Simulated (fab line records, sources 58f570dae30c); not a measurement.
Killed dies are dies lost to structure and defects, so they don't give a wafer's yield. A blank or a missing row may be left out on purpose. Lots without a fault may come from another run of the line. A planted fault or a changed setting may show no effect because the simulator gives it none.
A struck lot beside a sound one | flow berkeley_cmos170 | 16 steps out of a route of 331
Sound: wafers L616.1, L616.2, L616.5. Struck: wafer L624.1. (L624.4, L624.5 of the same lot were not struck and are left out.) The cause comes at the end.
At each step with rows: each side's tool, then ch and its chambers, then its first start. Under that, the readings that differ: sound wafers | struck wafers | difference of the means | sigmas: that difference in standard deviations of wafers without a fault.
alike: readings whose means differ by less than 2 such deviations, and words and numbers that are the same on both sides. not compared: withheld readings, readings that some wafer has no value for, bounds like >300 that may hide the same value, and numbers for which the record gives no deviation and whose values overlap.
The two part at a step that has a row with sigmas, a row that says differs or no value, or rows on one side only. Numbers that don't overlap but have no deviation are shown without sigmas and don't part them. A reading that every wafer of one side lacks parts them only if that side has two wafers or more.

first, 5 steps without rows for these wafers: UCB170_M1_COAT_04 (resist thk 900 nm); UCB170_M1_SOFTBAKE_05 (time 60 s); UCB170_M1_EXPOSE_06 (exposes mask METAL1, target cd 700 nm); UCB170_M1_PEB_07; UCB170_M1_DEVELOP_08 (develop time 45 s).
UCB170_M1_CD_MEAS_09: target cd 700 nm.
  sound on cd_sem-02, day 7 02:01; struck on cd_sem-02, day 9 02:42
  alike: cd_nm
UCB170_M1_OVL_MEAS_10:
  sound on overlay-01, day 7 02:08; struck on overlay-01, day 9 02:49
  alike: M1_OVL
UCB170_M1_ETCH_11: etches BARC in N2/H2.
  sound on rie_diel-03 ch 2,3, day 7 02:10; struck on rie_diel-03 ch 3, day 9 02:52
  alike: drypump_motor_current_A, oes_product_au, throttle_valve_pct
UCB170_M1_METAL_ETCH_12: etches Al in Cl2/BCl3, stops on PSG, target depth 780 nm, time 130 s.
  sound on rie_metal-04 ch 0,1, day 7 02:13; struck on rie_metal-02 ch 1, day 9 02:54
  alike: drypump_motor_current_A, oes_product_au, throttle_valve_pct
  not compared: rf_hours_counter_h
UCB170_M1_STRIP_13: strips in O2.
  sound on plasma_asher-04 ch 0,1, day 7 02:21; struck on plasma_asher-04 ch 1, day 9 03:02
  reading               | sound             | struck | difference | sigmas
  oes_product_au (a.u.) | 0.727 0.727 0.725 | 0.715  | -0.011     | -3
  alike: drypump_motor_current_A
  not compared: rf_hours_counter_h
UCB170_M1_CD_MEAS_90: target cd 700 nm.
  sound on cd_sem-02, day 7 02:27; struck on cd_sem-02, day 9 03:08
  alike: cd_nm
then, 1 step without rows for these wafers: UCB170_M1_ANNEAL_14 (time 1200 s).
UCB170_V1_CVD_00: deposits SiO2 from TEOS/O2, target thk 2000 nm, time 250 s.
  sound on pecvd-04 ch 1,2, day 7 05:42; struck on pecvd-02 ch 0, day 9 08:52
  reading                             | sound          | struck | difference | sigmas
  model.SiO2_of_V1_CVD_00.thk_nm (nm) | 1938 1974 2014 | 1902   | -73        |
  alike: heater_power_w
UCB170_V1_THK_MEAS_01:
  sound on film_metro-03, day 7 05:51; struck on film_metro-01, day 9 09:01
  reading          | sound          | struck | difference | sigmas
  V1_TEOS_THK (nm) | 1938 1975 2013 | 1901   | -74        | -2
UCB170_V1_CMP_02: polishes SiO2.
  sound on cmp-01 ch 0,3, day 7 05:58; struck on cmp-02 ch 0, day 9 12:14
  alike: motor_current_A
UCB170_M3_PROBE_99:
  the record has rows for the sound wafers here (prober-02, day 7 19:26) and none for the struck ones

WHERE THEY PART
First at UCB170_M1_STRIP_13; last, within this record, at UCB170_M3_PROBE_99.

WHY: what the simulator had put in
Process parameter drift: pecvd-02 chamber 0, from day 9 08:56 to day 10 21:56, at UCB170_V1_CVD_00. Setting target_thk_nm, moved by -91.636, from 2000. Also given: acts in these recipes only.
